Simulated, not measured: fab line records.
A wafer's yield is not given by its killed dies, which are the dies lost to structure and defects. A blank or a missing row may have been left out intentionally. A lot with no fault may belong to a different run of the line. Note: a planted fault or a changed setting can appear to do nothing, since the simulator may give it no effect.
Split-lot study | flow berkeley-cmos170 | 5 lots, 23 wafers read, on a route of 331 steps

THE SPLIT
At UCB170_V2_COAT_07 (resist thk 900 nm), the setting resist-thk-nm was moved away from the recipe's 900 nm on 10 of the 23 wafers read, by -3.7% to +5.3%. This setting was run at the recipe's value on the other wafers.

Reading taken at the split's own step.

THE READING
KrF_of_V2_COAT_07.thk-nm (the simulator's own value, which no gauge read), in nm, at UCB170_V2_COAT_07 (resist thk 900 nm). No usual value for it is given in the file. The 13 wafers here that ran the recipe average 898.9 nm, standard deviation 2.3 nm.

wafer  | tool, chamber at the split | resist-thk-nm as run, nm | against the recipe | KrF_of_V2_COAT_07.thk-nm, nm | against lot-mates on the recipe
L076.1 | litho-track-02, 0          | 866.3                    | -3.7%              | 871.8                        | -29.0
L076.2 | litho-track-02, 0          | 900                      | recipe             | 904.6                        | -
L076.3 | litho-track-02, 0          | 900                      | recipe             | 897                          | -
L076.4 | litho-track-02, 0          | 866.3                    | -3.7%              | 868                          | -32.8
L076.5 | litho-track-02, 0          | 866.3                    | -3.7%              | 864.3                        | -36.5
L079.1 | litho-track-02, 0          | 900                      | recipe             | 897.8                        | -
L079.4 | litho-track-02, 0          | 900                      | recipe             | 895.6                        | -
L079.6 | litho-track-02, 0          | 900                      | recipe             | 898.1                        | -
L078.1 | litho-track-04, 0          | 947.6                    | +5.3%              | 948.3                        | +49.3
L078.2 | litho-track-04, 0          | 947.6                    | +5.3%              | 947.7                        | +48.7
L078.3 | litho-track-04, 0          | 900                      | recipe             | 898.4                        | -
L078.5 | litho-track-04, 0          | 900                      | recipe             | 898.9                        | -
L078.6 | litho-track-04, 0          | 900                      | recipe             | 899.6                        | -
L081.1 | litho-track-03, 0          | 870.6                    | -3.3%              | 874.2                        | -27.2
L081.2 | litho-track-03, 0          | 870.6                    | -3.3%              | 875.1                        | -26.3
L081.3 | litho-track-03, 0          | 870.6                    | -3.3%              | 872.8                        | -28.6
L081.5 | litho-track-03, 0          | 900                      | recipe             | 901.6                        | -
L081.6 | litho-track-03, 0          | 900                      | recipe             | 901.2                        | -
L080.1 | litho-track-02, 0          | 871.2                    | -3.2%              | 868.5                        | -29.1
L080.2 | litho-track-02, 0          | 900                      | recipe             | 898.3                        | -
L080.3 | litho-track-02, 0          | 871.2                    | -3.2%              | 869.1                        | -28.5
L080.4 | litho-track-02, 0          | 900                      | recipe             | 896.6                        | -
L080.6 | litho-track-02, 0          | 900                      | recipe             | 897.9                        | -

FIT RESULTS
A straight line over all 23 wafers: KrF_of_V2_COAT_07.thk-nm changes by +8.74 nm for each +1% of resist-thk-nm; r = +0.99; the points scatter about the line by 2.8 nm.
The same after taking each lot's own level away (the mean of its wafers on the recipe; 23 wafers): +8.95 nm for each +1%; r = +1.00; scatter 1.9 nm.
On that fit, the largest move of resist-thk-nm shifts the reading by 47 nm.
From 897.17 to 901.40 nm: that is the span of the lots' own levels, equal to 1.8 times the standard deviation above.
So the lot-to-lot level changes the slope little: the two slopes agree.
Check: +47.2 nm against its lot-mates is what the line predicts for one of the wafers moved furthest among these (+5.3%) when that wafer is left out of the fit. It came out at +49.3 nm against them.

FURTHER SPLITS ON THESE WAFERS
These wafers also went through other splits before the reading. Each is held against what the fit with the lots' levels taken away leaves over:
other split on the same wafers | wafers away from the commonest value | r with KrF_of_V2_COAT_07.thk-nm (lot level and that fit taken away)
UCB170_M2_EXPOSE_12 dose-mj    | 5                                    | +0.19

THE WHOLE CHAIN: every reading that the file lists as answering this split, in the file's order
step               | what it does                                                              | reading                                                                   | change (the file's fit)                                                        | r (the file's)
UCB170_V2_COAT_07  | resist thk 900 nm                                                         | KrF_of_V2_COAT_07.thk-nm (the simulator's own value, which no gauge read) | +8.96 nm for each +1% of the setting                                           | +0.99
UCB170_V2_ETCH_14  | etches SiO2 in CHF3/CF4/Ar, stops on Al, target depth 1250 nm, time 291 s | KrF_of_V2_COAT_07.thk-nm (the simulator's own value, which no gauge read) | +8.37 nm for each +1% of the setting, in a fit together with time-s@V2_ETCH_14 | 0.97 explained
UCB170_V2_STRIP_15 | strips in O2                                                              | strip-time-to-endpoint-s                                                  | withheld for each +1% of the setting, in a fit together with time-s@V2_ETCH_14 | 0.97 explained

FILE'S OWN FIT
KrF_of_V2_COAT_07.thk-nm changes by +8.96 nm for each +1% of resist-thk-nm, r = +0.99.
